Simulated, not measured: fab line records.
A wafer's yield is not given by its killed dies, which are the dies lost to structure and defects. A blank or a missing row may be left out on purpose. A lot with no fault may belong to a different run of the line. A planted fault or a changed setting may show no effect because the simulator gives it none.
A struck lot beside a sound one :: flow rit cmos :: 18 steps out of a route of 202
Sound: the wafers L842.4, L842.5, L842.6. Wafers L852.1, L852.2, L852.6 were the ones struck. The cause comes at the end.
Per side, at each step with rows, come the tool, then ch with its chambers, and then its first start. Under that, the readings that differ: sound wafers :: struck wafers :: difference of the means :: sigmas: that difference in standard deviations of wafers without a fault.
alike: same words and numbers on both sides, and readings whose means sit less than 2 such deviations apart. not compared: any withheld reading, any reading some wafer has no value for, any bound like >300 that may hide the same value, and any number with overlapping values for which the record gives no deviation.
A row with sigmas, a row that says differs or no value, or rows on one side alone: a step with any of these is where the two part. When numbers do not overlap yet have no deviation, they are printed without sigmas and do not part them. A reading that every wafer of one side lacks parts them only if that side has two wafers or more.

first, 2 steps without rows for these wafers: RIT_ACTIVE_CLEAN_17 (cleans in SC2, time 600 s); RIT_FOX1_OXIDATION_00 (target thk 350.7 nm, ox time 1130 s).
RIT_FOX1_THK_MEAS_01:
  sound on film metro-01, day 2 20:40; struck on film metro-04, day 4 22:22
reading: FOX1_OXIDE_THK (nm)
sound: 355 350 346
struck: 365 368 363
difference: +15
sigmas: +2
then, 2 steps without rows for these wafers: RIT_FOX1_WET_ETCH_02 (etches SiO2 in BOE, target depth 350 nm, time 390 s); RIT_FOX2_OXIDATION_00 (target thk 350.7 nm, ox time 1130 s).
RIT_FOX2_THK_MEAS_01:
  sound on film metro-04, day 2 22:09; struck on film metro-03, day 4 23:56
reading: FOX2_OXIDE_THK (nm)
sound: 352 347 349
struck: 361 362 363
difference: +13
sigmas: +2
then, 2 steps without rows for these wafers: RIT_FOX2_CLEAN_02 (cleans in dHF, time 180 s); RIT_FOX2_WET_ETCH_03 (etches Si3N4 in H3PO4, target depth 195 nm, time 2801 s).
RIT_FOX2_THK_MEAS_90:
  sound on film metro-01, day 2 23:02; struck on film metro-03, day 5 00:49
reading: FIELD_OXIDE_LEFT_1_THK (nm)
sound: 324 319 321
struck: 334 334 335
difference: +13
sigmas: +2
then, 3 steps without rows for these wafers: RIT_NWELL_HMDS_00 (prime time 60 s); RIT_NWELL_COAT_01 (resist thk 1300 nm); RIT_NWELL_SOFTBAKE_02 (time 60 s).
RIT_NWELL_EXPOSE_03: exposes mask M2, target cd 43900 nm.
  sound on iline stepper-02 ch 0, day 2 23:35; struck on iline stepper-02 ch 0, day 5 01:20
reading: model.NWELL.overlay x nm (nm)
sound: 0.05318 0.05318 0.05318
struck: -149.3 -149.3 -149.3
difference: -149.4
sigmas: 
  alike: mask
then, 2 steps without rows for these wafers: RIT_NWELL_PEB_04; RIT_NWELL_DEVELOP_05 (develop time 68 s).
RIT_NWELL_OVL_MEAS_06:
  sound on overlay-02, day 2 23:58; struck on overlay-02, day 5 01:46
reading: NWELL_OVL (nm)
sound: -0.4 1.1 0.8
struck: -150.1 -148.9 -148.8
difference: -149.8
sigmas: -99 or more
then, 1 step without rows for these wafers: RIT_NWELL_HARDBAKE_07 (time 120 s).
RIT_M1_PROBE_99:
  sound on prober-02, day 4 12:49; struck on prober-01, day 6 14:38
reading: model.etest.well edge right.line ohm um
sound: 181.8 183.1 184.1
struck: 192.3 187.3 188.9
difference: +6.5
sigmas: 

reading: model.etest.well edge left.line ohm um
sound: 185.5 184.2 184.3
struck: 176.7 176.8 180.6
difference: -6.6
sigmas: 
  alike: killed_at_M0_to_M3, killed at contacts, killed at front end, killed dies, killed open, killed short

WHERE THEY PART
First at RIT_FOX1_THK_MEAS_01; last, within this record, at RIT_NWELL_OVL_MEAS_06. Later steps at which nothing parts them and some readings are alike: RIT_M1_PROBE_99.

WHY: what had been put in by the simulator
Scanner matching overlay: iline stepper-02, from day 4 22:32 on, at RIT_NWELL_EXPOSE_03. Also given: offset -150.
